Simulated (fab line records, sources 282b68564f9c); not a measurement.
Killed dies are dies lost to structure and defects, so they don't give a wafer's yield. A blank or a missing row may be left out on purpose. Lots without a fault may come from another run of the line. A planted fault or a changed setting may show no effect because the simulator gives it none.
fab line records | flow rit_cmos
record lots=14 wafers=42 last_day=7
route steps=202 shown ACTIVE@7
lots that met no fault: from a run of the same line without faults
start_h: hours from the record's first day to the start of the lot's first wafer shown | wait_h: hours since the lot's step before | " the same as in the row above | L1.1+2: a row that stands for several wafers | - no value, or no start given | * or withheld: withheld | < > ~ a bound
route shown NAME@n: a module of which the file shows steps, and the number in the route of the first | usual: mean/standard deviation of fault-free wafers | same: alike in all rows | chamber/n: place in a boat | sites: the reading at each site | _std_site: their standard deviation | _edge_site: outer sites' mean less inner sites' | radius_mm: how far each site lies from the wafer's centre | mask NAME#n: copy n | behind: the tool/chamber that last shaped the wafer | hold: why the lot was held/for how many hours/how that ended | device: the transistor (n, p or np) that didn't switch | end of line: the same wafers' tests at the end of the route | a step without rows: its recipe alone | killed: dies lost to structure and defects at the first sort, not the wafer's yield | map: a wafer's dies, x killed, . not, _ none there
set.NAME: the setting as run; set.NAME@STEP: as run at that earlier step | model.NAME: the simulator's own value behind a step, which no gauge read
steps of the route over a sample of lots; a table a step, a row a wafer
## steps
# step RIT_ACTIVE_COAT_06
# recipe resist=NOVOLAK spin_rpm=3303 resist_thk_nm=1000
# columns lot.wafer tool chamber start_h wait_h
L317.2+4+5 litho_track-04 0 13.77 0.1
L318.1+4+6 litho_track-02 0 18.77 0.1
L319.1+4+6 litho_track-01 0 24.27 0.1
L321.2+3+4 litho_track-02 0 33.77 0.1
L322.1+3+4 litho_track-01 0 38.74 0.1
L324.2+3+4 litho_track-01 0 51.28 0.1
L325.1+2+6 litho_track-01 0 53.74 0.1
L326.3+4+6 litho_track-04 0 58.79 0.1
L327.1+3+6 litho_track-04 0 64.98 0.1
L328.4+5+6 litho_track-02 0 68.81 0.1
L330.4+5+6 litho_track-02 0 79.57 0.1
L335.1+3+4 litho_track-01 0 103.86 0.1
L336.1+2+4 litho_track-01 0 108.74 0.1
L340.2+3+4 litho_track-04 0 128.76 0.1
# step RIT_ACTIVE_CD_MEAS_11
# recipe target_cd_nm=1400
# usual cd_nm=1399.4/2.3
# columns lot.wafer tool chamber start_h wait_h cd_nm
L317.2 cd_sem-01 - 14.58 - 1399.5
L317.4 " - " " 1399.8
L317.5 " - " " 1399.6
L318.1 cd_sem-01 - 19.59 - 1398.5
L318.4 " - " " 1398.2
L318.6 " - " " 1401.5
L319.1 cd_sem-01 - 24.97 - 1398.9
L319.4 " - " " 1399.2
L319.6 " - " " 1397.5
L321.2 cd_sem-01 - 34.46 - 1400.7
L321.3 " - " " 1399.5
L321.4 " - " " 1401.3
L322.1 cd_sem-02 - 39.56 - 1401.6
L322.3 " - " " 1402.6
L322.4 " - " " 1403.6
L324.2 cd_sem-02 - 52.25 - 1402.2
L324.3 " - " " 1399.2
L324.4 " - " " 1399.5
L325.1 cd_sem-01 - 54.56 - 1400.0
L325.2 " - " " 1399.0
L325.6 " - " " 1399.9
L326.3 cd_sem-01 - 59.60 - 1400.8
L326.4 " - " " 1399.7
L326.6 " - " " 1396.9
L327.1 cd_sem-02 - 65.80 - 1402.5
L327.3 " - " " 1401.7
L327.6 " - " " 1401.2
L328.4 cd_sem-01 - 69.62 - 1401.2
L328.5 " - " " 1398.4
L328.6 " - " " 1399.3
L330.4 cd_sem-01 - 80.26 - 1394.5
L330.5 " - " " 1396.1
L330.6 " - " " 1393.2
L335.1 cd_sem-02 - 104.74 - 1331.1
L335.3 " - " " 1333.8
L335.4 " - " " 1330.7
L336.1 cd_sem-02 - 109.44 - 1347.4
L336.2 " - " " 1346.1
L336.4 " - " " 1347.9
L340.2 cd_sem-02 - 129.46 - 1398.6
L340.3 " - " " 1399.2
L340.4 " - " " 1397.6
## key
first_sign step=RIT_ACTIVE_CD_MEAS_11 reading=cd_nm direction=down sigmas=26 usual=1399.4 struck=1339.5 through=control_loop
effect none on later readings
met_at RIT_ACTIVE_COAT_06
struck_lots L335,L336
tester_left_out L335,L336
loop_trim step=RIT_ACTIVE_EXPOSE_08 setting=dose lots=L336
onset_between 53.74 103.86
fault kind=process_parameter_drift tool=litho_track-01 chamber=- onset_h=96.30 steps=RIT_ACTIVE_COAT_06 channel=resist_thk_nm offset=-520 shape=step end_h=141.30 acts_in=these_recipes_only stated=1000
# tester_left_out: of these lots the tester's yield and bins aren't shown, on N5 and GAA mostly nor the transistor test; their killed dies are dies lost to structure and defects alone, not to doping, threshold or leakage, so they don't give the yield
# loop_trim: a control loop set the setting to another value than it would have without faults
